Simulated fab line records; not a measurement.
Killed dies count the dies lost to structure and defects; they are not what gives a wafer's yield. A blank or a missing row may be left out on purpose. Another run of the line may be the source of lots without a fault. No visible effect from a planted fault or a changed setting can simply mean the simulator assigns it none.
fab line records | flow berkeley-cmos170
[record] lots = 5 wafers = 23
route steps=331 shown CONTACT@229 M1@242 M3@321
start-h: hours from the record's first day to the start of the lot's first wafer shown | wait-h: hours from the lot's prior step to this one | " as in the row above | L1.1+2: a row that stands for several wafers | - no value, or no start was given | * or withheld: withheld | < > ~ a bound
route shown NAME@n: NAME is a module with steps in the file, n the number in the route of the first one | usual: mean/standard deviation of fault-free wafers | same: alike in all rows | chamber/n: place in a boat | sites: per-site readings | _std_site: the standard deviation of these | _edge_site: mean of outer sites minus mean of inner sites | radius-mm: for every site, how far away it sits from the centre of the wafer | mask NAME#n: copy n | behind: the tool/chamber that last shaped the wafer | hold: reason for holding the lot/hours on hold/outcome of the hold | device: transistor that didn't switch, given as n, p or np | end of line: the same wafers' tests at the end of the route | a step without rows: its recipe alone | killed: not the wafer's yield, but the dies lost to structure and defects at the first sort | map: a wafer's dies, x killed, . not, _ none there
set.NAME: the setting as run; set.NAME@STEP: as run at that earlier step | model.NAME: the simulator's own value behind a step, which no gauge read
lots where settings were altered on purpose, with a table for each step and a row for each wafer
[[steps]]
[step UCB170_CONTACT_PEB_13]
[recipe] peb-temp-c = 130 peb-time-s = withheld resist = KrF
// columns lot.wafer tool chamber start-h wait-h set.peb-temp-c
L075.1+2+5 litho-track-01 0 148.90 0.1 128.2
L075.4+6 " 0 " " 130
L077.1+4 litho-track-01 0 150.27 0.1 130
L077.2+3+6 " 0 " " 126.4
L080.1+5 litho-track-04 0 175.05 0.1 130
L080.2+4+6 " 0 " " 133.5
L085.1+2+3 litho-track-01 0 201.11 0.3 130
L083.2+3+5 litho-track-01 0 204.81 0.1 130
L083.4+6 " 0 " " 133.3
[step UCB170_CONTACT_DEVELOP_14]
[recipe] developer = TMAH develop-time-s = 45 resist = KrF dev-temp-c = 19.75
// columns lot.wafer tool chamber start-h wait-h set.peb-temp-c@CONTACT_PEB_13 model.CONTACT.cd-nm
L075.1 litho-track-01 0 - - 128.2 687
L075.2 " 0 " " 128.2 687.7
L075.4 " 0 " " 130 699.6
L075.5 " 0 " " 128.2 686.6
L075.6 " 0 " " 130 700.2
L077.1 litho-track-01 0 - - 130 697.8
L077.2 " 0 " " 126.4 671.2
L077.3 " 0 " " 126.4 670.4
L077.4 " 0 " " 130 700.4
L077.6 " 0 " " 126.4 671.6
L080.1 litho-track-04 0 - - 130 698.8
L080.2 " 0 " " 133.5 718.8
L080.4 " 0 " " 133.5 718.2
L080.5 " 0 " " 130 698
L080.6 " 0 " " 133.5 718.7
L085.1 litho-track-01 0 - - 130 698.1
L085.2 " 0 " " 130 698.4
L085.3 " 0 " " 130 699.2
L083.2 litho-track-01 0 - - 130 701
L083.3 " 0 " " 130 701.1
L083.4 " 0 " " 133.3 720
L083.5 " 0 " " 130 701.7
L083.6 " 0 " " 133.3 720.6
[step UCB170_CONTACT_CD_MEAS_15]
[recipe] target-cd-nm = 700
[usual] cd-nm = 699.6/1.2
// columns lot.wafer tool chamber start-h wait-h set.peb-temp-c@CONTACT_PEB_13 cd-nm
L075.1 cd-sem-02 - 149.18 - 128.2 686.9
L075.2 " - " " 128.2 687.7
L075.4 " - " " 130 699.7
L075.5 " - " " 128.2 686.4
L075.6 " - " " 130 700.5
L077.1 cd-sem-02 - 150.55 - 130 697.9
L077.2 " - " " 126.4 670.8
L077.3 " - " " 126.4 670.3
L077.4 " - " " 130 700.2
L077.6 " - " " 126.4 671.4
L080.1 cd-sem-02 - 175.32 - 130 698.8
L080.2 " - " " 133.5 718.5
L080.4 " - " " 133.5 718.3
L080.5 " - " " 130 698.2
L080.6 " - " " 133.5 719.1
L085.1 cd-sem-01 - 201.39 - 130 698.2
L085.2 " - " " 130 698.4
L085.3 " - " " 130 699.5
L083.2 cd-sem-01 - 205.08 - 130 700.7
L083.3 " - " " 130 701.4
L083.4 " - " " 133.3 720.1
L083.5 " - " " 130 701.7
L083.6 " - " " 133.3 720.6
[step UCB170_CONTACT_ETCH_17]
[recipe] chemistry = N2/H2 target-depth-a = withheld overetch-a = withheld target = BARC time-s = withheld source-w = 500 bias-w = 100 pressure-mtorr = 30 n2-flow-sccm = 100 h2-flow-sccm = 200
// columns lot.wafer tool chamber start-h wait-h set.peb-temp-c@CONTACT_PEB_13 model.CONTACT.cd-nm
L075.1+2 rie-diel-02 0,1 149.33 0.0 128.2 687.4
L075.4 " 1 " " 130 699.1
L075.5 " 0 " " 128.2 686.9
L075.6 " 3 " " 130 700.3
L077.1 rie-diel-01 3 150.70 0.0 130 698.8
L077.2 " 2 " " 126.4 670.8
L077.3 " 0 " " 126.4 670
L077.4 " 1 " " 130 700.6
L077.6 " 0 " " 126.4 671.1
L080.1 rie-diel-03 3 175.48 0.0 130 697.9
L080.2 " 2 " " 133.5 719.3
L080.4 " 1 " " 133.5 719.1
L080.5 " 2 " " 130 698.1
L080.6 " 3 " " 133.5 718.4
L085.1 rie-diel-03 3 201.55 0.0 130 697.3
L085.2 " 1 " " 130 699.1
L085.3 " 2 " " 130 698.7
L083.2 rie-diel-02 3 205.22 0.0 130 700.8
L083.3 " 2 " " 130 700.4
L083.4 " 1 " " 133.3 719.6
L083.5 " 3 " " 130 701.3
L083.6 " 2 " " 133.3 720.1
[step UCB170_CONTACT_ETCH_18]
[recipe] chemistry = CHF3/CF4/Ar target = PSG stop-on = TiSi2 CHF3_flow_sccm = 45 cf4-flow-sccm = 15 Ar_flow_sccm = 150 pressure-mtorr = 200 rf-w = 700 target-depth-a = 8400 over-etch-frac = 0.2 time-s = 195
// columns lot.wafer tool chamber start-h wait-h set.pressure-mtorr@CONTACT_CVD_01 model.etch.depth-nm model.CONTACT.feature-depth-nm
L075.1 rie-diel-02 0 - - 300 - 696.6
L075.2 " 1 " " 300 696.9 696.9
L075.4 " 1 " " 300 - 696.5
L075.5 " 0 " " 300 698.7 698.7
L075.6 " 3 " " 300 - 690.7
L077.1 rie-diel-01 3 - - 328.4 731.8 731.8
L077.2 " 2 " " 328.4 724.4 724.4
L077.3 " 0 " " 328.4 727.8 727.8
L077.4 " 1 " " 328.4 730.5 730.5
L077.6 " 0 " " 328.4 731.7 731.7
L080.1 rie-diel-03 3 - - 333.2 744.6 744.6
L080.2 " 2 " " 333.2 735.9 735.9
L080.4 " 1 " " 333.2 741.6 741.6
L080.5 " 2 " " 333.2 747.4 747.4
L080.6 " 3 " " 333.2 749.3 749.3
L085.1 rie-diel-03 3 - - 300 698.6 698.6
L085.2 " 1 " " 300 711.1 711.1
L085.3 " 2 " " 300 704.6 704.6
L083.2 rie-diel-02 3 - - 338.9 750.9 750.9
L083.3 " 2 " " 338.9 750.6 750.6
L083.4 " 1 " " 338.9 749.9 749.9
L083.5 " 3 " " 338.9 755 755
L083.6 " 2 " " 338.9 749.4 749.4
[step UCB170_CONTACT_STRIP_19]
[recipe] chemistry = O2 power-w = 400 pressure-mtorr = 3500 platen-temp-c = withheld o2-flow-sccm = 400 overash-fraction = 0.5
[step UCB170_CONTACT_CD_MEAS_90]
[recipe] target-cd-nm = 700
[usual] cd-nm = 699.1/1.4
// columns lot.wafer tool chamber start-h wait-h set.peb-temp-c@CONTACT_PEB_13 cd-nm
L075.1 cd-sem-01 - 149.60 0.1 128.2 686.9
L075.2 " - " " 128.2 687.7
L075.4 " - " " 130 699.1
L075.5 " - " " 128.2 685.9
L075.6 " - " " 130 700.5
L077.1 cd-sem-01 - 150.97 0.1 130 698.5
L077.2 " - " " 126.4 670.8
L077.3 " - " " 126.4 669.6
L077.4 " - " " 130 700.0
L077.6 " - " " 126.4 671.3
L080.1 cd-sem-02 - 175.75 0.1 130 696.6
L080.2 " - " " 133.5 718.5
L080.4 " - " " 133.5 717.8
L080.5 " - " " 130 697.4
L080.6 " - " " 133.5 717.4
L085.1 cd-sem-02 - 201.82 0.1 130 696.7
L085.2 " - " " 130 698.6
L085.3 " - " " 130 698.5
L083.2 cd-sem-01 - 205.51 0.1 130 700.4
L083.3 " - " " 130 699.6
L083.4 " - " " 133.3 720.3
L083.5 " - " " 130 701.0
L083.6 " - " " 133.3 719.5
[step UCB170_M1_COAT_04]
[recipe] resist = KrF spin-rpm = 1500 resist-thk-nm = 900
// columns lot.wafer tool chamber start-h wait-h set.spin-rpm model.KrF_of_M1_COAT_04.thk-nm
L075.1 litho-track-03 0 - - 1453 918.8
L075.2 " 0 " " 1453 917.9
L075.4 " 0 " " 1500 905.5
L075.5 " 0 " " 1500 905.7
L075.6 " 0 " " 1453 917.5
L077.1 litho-track-01 0 - - 1500 899.7
L077.2 " 0 " " 1500 898.8
L077.3 " 0 " " 1604 869.3
L077.4 " 0 " " 1500 899.5
L077.6 " 0 " " 1604 870.5
L080.1 litho-track-03 0 - - 1500 903.9
L080.2 " 0 " " 1500 906.5
L080.4 " 0 " " 1564 883.5
L080.5 " 0 " " 1500 904.2
L080.6 " 0 " " 1564 886.3
L085.1+3 litho-track-01 0 - - 1500 901.5
L085.2 " 0 " " 1500 899
L083.2 litho-track-01 0 - - 1500 902.6
L083.3 " 0 " " 1500 904.4
L083.4 " 0 " " 1500 906.1
L083.5 " 0 " " 1400 936.8
L083.6 " 0 " " 1400 936.3
[step UCB170_M1_SOFTBAKE_05]
[recipe] resist = KrF temp-c = 130 time-s = 60
[step UCB170_M1_EXPOSE_06]
[recipe] mask-id = METAL1 target-cd-nm = 700 na = 0.5 sigma-outer = 0.6 source-shape = conventional dose-mj = 21
[step UCB170_M1_ETCH_11]
[recipe] chemistry = N2/H2 target-depth-a = withheld overetch-a = withheld target = BARC time-s = withheld source-w = 500 bias-w = 100 pressure-mtorr = 30 n2-flow-sccm = 100 h2-flow-sccm = 200
[step UCB170_M1_METAL_ETCH_12]
[recipe] chemistry = Cl2/BCl3 target = Al stop-on = PSG pressure-mtorr = 12 target-depth-a = 7800 over-etch-frac = 0.3 time-s = 130 icp-w = 600 bias-w = 120 Cl2_flow_sccm = 90 bcl3-flow-sccm = 45
// columns lot.wafer tool chamber start-h wait-h set.pressure-mtorr@CONTACT_CVD_01 set.spin-rpm@M1_COAT_04 model.PSG_of_CONTACT_CVD_01.thk-nm model.KrF_of_M1_COAT_04.thk-nm
L075.1 rie-metal-03 0 151.32 - 300 1453 660 468.3
L075.2 " 0 " " 300 1453 660 464.6
L075.4 " 0 " " 300 1500 659.5 451
L075.5 " 0 " " 300 1500 661.8 452.3
L075.6 " 0 " " 300 1453 654.1 467.2
L077.1 rie-metal-04 1 152.67 - 328.4 1500 693.7 431.7
L077.2 " 0 " " 328.4 1500 686 427
L077.3 " 0 " " 328.4 1604 689.4 398.2
L077.4 " 1 " " 328.4 1500 692.5 433.1
L077.6 " 0 " " 328.4 1604 693.3 399.9
L080.1 rie-metal-02 1 177.55 - 333.2 1500 706.6 442.6
L080.2 " 0 " " 333.2 1500 699.7 457.5
L080.4 " 1 " " 333.2 1564 703.6 422
L080.5 " 0 " " 333.2 1500 711.5 459.2
L080.6 " 1 " " 333.2 1564 711.3 426
L085.1 rie-metal-04 1 203.52 - 300 1500 661 438.7
L085.2 " 0 " " 300 1500 672.6 422.8
L085.3 " 0 " " 300 1500 666.1 429.1
L083.2 rie-metal-02 1 207.27 - 338.9 1500 712.8 437.7
L083.3 " 1 " " 338.9 1500 712.5 437.4
L083.4 " 1 " " 338.9 1500 711.8 441.6
L083.5 " 1 " " 338.9 1400 716.9 471.5
L083.6 " 1 " " 338.9 1400 711.3 472.6
[step UCB170_M3_EXPOSE_12]
[recipe] mask-id = METAL3 target-cd-nm = 700 na = 0.5 sigma-outer = 0.6 source-shape = conventional dose-mj = 26
// columns lot.wafer tool chamber start-h wait-h mask set.dose-mj
L077.1+3+6 krf-scanner-01 0 172.06 - METAL3#0 26.96
L077.2+4 " 0 " " METAL3#0 26
L075.1+2+4+5+6 krf-scanner-01 0 173.13 - METAL3#0 26
L080.1+5+6 krf-scanner-02 0 193.53 - METAL3#0 27.92
L080.2+4 " 0 " " METAL3#0 26
L085.1+2+3 krf-scanner-01 0 218.32 - METAL3#0 26
L083.2+4+6 krf-scanner-01 0 221.64 - METAL3#0 25.41
L083.3+5 " 0 " " METAL3#0 26
[step UCB170_M3_PEB_13]
[recipe] peb-temp-c = 130 peb-time-s = withheld resist = KrF
[step UCB170_M3_DEVELOP_14]
[recipe] developer = TMAH develop-time-s = 45 resist = KrF dev-temp-c = 21
[step UCB170_M3_CD_MEAS_15]
[recipe] target-cd-nm = 700
[usual] cd-nm = 700.5/1
// columns lot.wafer tool chamber start-h wait-h set.dose-mj@M3_EXPOSE_12 cd-nm
L077.1 cd-sem-02 - 172.46 - 26.96 695.2
L077.2 " - " " 26 701.6
L077.3 " - " " 26.96 695.0
L077.4 " - " " 26 701.6
L077.6 " - " " 26.96 694.7
L075.1 cd-sem-01 - 173.52 - 26 700.2
L075.2 " - " " 26 698.6
L075.4 " - " " 26 699.8
L075.5 " - " " 26 700.1
L075.6 " - " " 26 699.4
L080.1 cd-sem-02 - 194.71 - 27.92 687.6
L080.2 " - " " 26 700.4
L080.4 " - " " 26 700.1
L080.5 " - " " 27.92 687.2
L080.6 " - " " 27.92 687.2
L085.1 cd-sem-01 - 218.92 - 26 700.9
L085.2 " - " " 26 701.6
L085.3 " - " " 26 700.6
L083.2 cd-sem-02 - 222.03 - 25.41 701.5
L083.3 " - " " 26 698.9
L083.4 " - " " 25.41 703.2
L083.5 " - " " 26 698.4
L083.6 " - " " 25.41 702.6
[step UCB170_M3_ETCH_17]
[recipe] chemistry = N2/H2 target-depth-a = withheld overetch-a = withheld target = BARC time-s = withheld source-w = 500 bias-w = 100 pressure-mtorr = 30 n2-flow-sccm = 100 h2-flow-sccm = 200
// columns lot.wafer tool chamber start-h wait-h set.dose-mj@M3_EXPOSE_12 model.M3.cd-nm
L077.1 rie-diel-04 0 172.61 0.0 26.96 695.4
L077.2 " 3 " " 26 701.5
L077.3 " 1 " " 26.96 695.3
L077.4 " 2 " " 26 701.6
L077.6 " 1 " " 26.96 694.6
L075.1 rie-diel-02 2 173.68 0.0 26 700.8
L075.2 " 0 " " 26 699
L075.4 " 1 " " 26 700.2
L075.5 " 1 " " 26 699.9
L075.6 " 2 " " 26 698.9
L080.1 rie-diel-02 1 194.86 0.0 27.92 686.8
L080.2 " 0 " " 26 700.3
L080.4 " 3 " " 26 699.5
L080.5 " 0 " " 27.92 687.6
L080.6 " 1 " " 27.92 686.6
L085.1 rie-diel-01 3 219.07 0.0 26 700
L085.2 " 2 " " 26 702.2
L085.3 " 1 " " 26 701.2
L083.2 rie-diel-02 3 222.16 0.0 25.41 702
L083.3 " 2 " " 26 698.5
L083.4+6 " 0,2 " " 25.41 703.2
L083.5 " 1 " " 26 697.5
[step UCB170_M3_METAL_ETCH_18]
[recipe] chemistry = Cl2/BCl3 target = Al stop-on = SiO2 pressure-mtorr = 12 target-depth-a = 11700 over-etch-frac = 0.3 time-s = 195 icp-w = 600 bias-w = 120 Cl2_flow_sccm = 90 bcl3-flow-sccm = 45
// columns lot.wafer tool chamber start-h wait-h set.bias-w set.dose-mj@M3_EXPOSE_12 model.M3.cd-nm
L077.1 rie-metal-01 1 172.65 - 120 26.96 695.2
L077.2 " 0 " " 133.6 26 706.7
L077.3 " 0 " " 133.6 26.96 698.5
L077.4 " 1 " " 120 26 701.9
L077.6 " 1 " " 133.6 26.96 692.9
L075.1 rie-metal-01 0 173.72 - 133.8 26 706.5
L075.2 " 1 " " 120 26 701.5
L075.4 " 1 " " 120 26 703.7
L075.5 " 0 " " 120 26 704.1
L075.6 " 1 " " 133.8 26 700.8
L080.1 rie-metal-03 1 194.91 - 120 27.92 688.1
L080.2 " 0 " " 111.3 26 699.8
L080.4 " 0 " " 120 26 699.9
L080.5 " 0 " " 111.3 27.92 688.5
L080.6 " 1 " " 111.3 27.92 685.9
L085.1 rie-metal-04 1 219.12 - 120 26 705.9
L085.2 " 0 " " 120 26 704.1
L085.3 " 1 " " 120 26 706.5
L083.2 rie-metal-04 1 222.21 - 120 25.41 703.4
L083.3 " 1 " " 120 26 699.6
L083.4 " 0 " " 120 25.41 703.6
L083.5 " 0 " " 116.4 26 698.3
L083.6 " 1 " " 116.4 25.41 706.4
[step UCB170_M3_STRIP_19]
[recipe] chemistry = O2 power-w = 400 pressure-mtorr = 3500 platen-temp-c = withheld o2-flow-sccm = 400 overash-fraction = 0.5
[step UCB170_M3_CD_MEAS_90]
[recipe] target-cd-nm = 700
[usual] cd-nm = 702.5/2.6
// columns lot.wafer tool chamber start-h wait-h set.dose-mj@M3_EXPOSE_12 cd-nm
L077.1 cd-sem-01 - 172.94 0.1 26.96 695.3
L077.2 " - " " 26 707.1
L077.3 " - " " 26.96 698.1
L077.4 " - " " 26 701.7
L077.6 " - " " 26.96 693.0
L075.1 cd-sem-02 - 174.00 0.1 26 706.2
L075.2 " - " " 26 701.2
L075.4 " - " " 26 703.6
L075.5 " - " " 26 704.5
L075.6 " - " " 26 700.9
L080.1 cd-sem-02 - 195.19 0.1 27.92 688.3
L080.2 " - " " 26 699.5
L080.4 " - " " 26 699.9
L080.5 " - " " 27.92 688.3
L080.6 " - " " 27.92 686.0
L085.1 cd-sem-02 - 219.40 0.1 26 705.9
L085.2 " - " " 26 704.3
L085.3 " - " " 26 706.7
L083.2 cd-sem-01 - 222.51 0.1 25.41 703.1
L083.3 " - " " 26 699.7
L083.4 " - " " 25.41 703.6
L083.5 " - " " 26 698.0
L083.6 " - " " 25.41 706.4
[[key]]
[split] step = UCB170_CONTACT_PEB_13 setting = peb-temp-c stated = 130 by = wafer
[response] step = UCB170_CONTACT_DEVELOP_14 reading = model.CONTACT.cd-nm change = +8.5 per = 1% r = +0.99
[response] step = UCB170_CONTACT_CD_MEAS_15 reading = cd-nm change = +8.55 per = 1% r = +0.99
[response] step = UCB170_CONTACT_ETCH_17 reading = model.CONTACT.cd-nm change = +8.68 per = 1% r = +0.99
[response] step = UCB170_CONTACT_CD_MEAS_90 reading = cd-nm change = +8.73 per = 1% r = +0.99
[split] step = UCB170_M1_COAT_04 setting = spin-rpm stated = 1500 by = wafer
[response] step = UCB170_M1_COAT_04 reading = model.KrF_of_M1_COAT_04.thk-nm change = -4.5 per = 1% r = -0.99
[response] step = UCB170_M1_METAL_ETCH_12 reading = model.KrF_of_M1_COAT_04.thk-nm change = -5.07 per = 1% r = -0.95
[split] step = UCB170_M3_EXPOSE_12 setting = dose-mj stated = 26 by = wafer
[response] step = UCB170_M3_CD_MEAS_15 reading = cd-nm change = -1.76 per = 1% r = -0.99
[response] step = UCB170_M3_ETCH_17 reading = model.M3.cd-nm change = -1.77 per = 1% r = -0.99
[response] step = UCB170_M3_METAL_ETCH_18 reading = model.M3.cd-nm change = -1.85 per = 1% r = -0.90
[response] step = UCB170_M3_CD_MEAS_90 reading = cd-nm change = -1.85 per = 1% r = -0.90
[split] step = UCB170_M3_METAL_ETCH_18 setting = bias-w stated = 120 by = wafer
response none clear
split outside-this-file step=UCB170_CONTACT_CVD_01 setting=pressure-mtorr
// split outside-this-file: this setting was split too, and the file shows its column; the key of that split is in another file
